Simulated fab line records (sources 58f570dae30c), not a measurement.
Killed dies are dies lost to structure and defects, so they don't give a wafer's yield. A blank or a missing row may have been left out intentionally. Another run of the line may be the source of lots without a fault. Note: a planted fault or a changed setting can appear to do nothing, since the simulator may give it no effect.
Which tool was responsible?    flow berkeleyCmos170    18 wafers sampled from 6 lots at 1 step of a route of 331

## WHAT EACH GAUGE READ, for each wafer
UCB170_START_THK_MEAS_03.
lot   measured     on            START_OXIDE_THK (nm)
L528  day 1 17:45  filmMetro-01  20.1 19.5 19.7
L530  day 2 06:23  filmMetro-01  20.3 20.4 20.2
L541  day 4 14:04  filmMetro-04  24.1 23.9 23.9
L544  day 5 03:07  filmMetro-02  19.9 19.9 20.1
L548  day 5 22:16  filmMetro-02  20.0 19.9 19.7
L550  day 6 08:07  filmMetro-02  19.4 19.4 19.9

## EACH LOT AND THE TOOL THAT RAN IT (in order: tool; ch and the chambers of the sampled wafers; start)
Before these readings, the record contains no process step.

## THE ANSWER, worked out from the rows above alone
Rule: what is usual is taken from the lots themselves. Put in order of their means at a reading, lots are off if they are a third of the lots or fewer, leave a main group of 4 or more, and stand apart from it by a gap of 3 or more times the standard deviation of the main group's means; of several such gaps the widest counts. If all means in a main group match to the digits the tables above print for the reading, that group is not used. A lot without any number at a reading at which 4 lots or more have one is off too. The other lots that the step has rows for count as sound.
Off: L541, at UCB170_START_THK_MEAS_03 (START_OXIDE_THK). For the main group the mean is 19.9 nm and the standard deviation 0.24.
If a tool, at a process step before that reading, ran all the lots that are off and no sound lot after the first of them, it fits. Those tools and the gauges at UCB170_START_THK_MEAS_03 are tried in the same way. One fits: filmMetro-04 at UCB170_START_THK_MEAS_03. It ran no sound lot before its first lot that is off in this sample, so the start can't be narrowed down.

## WHAT WAS PUT IN BY THE SIMULATOR
Metrology matching offset: filmMetro-04, from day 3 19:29 on, at UCB170_START_THK_MEAS_03. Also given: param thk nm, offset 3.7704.
Shown lots that were struck: L541. This agrees with what the rule above found.
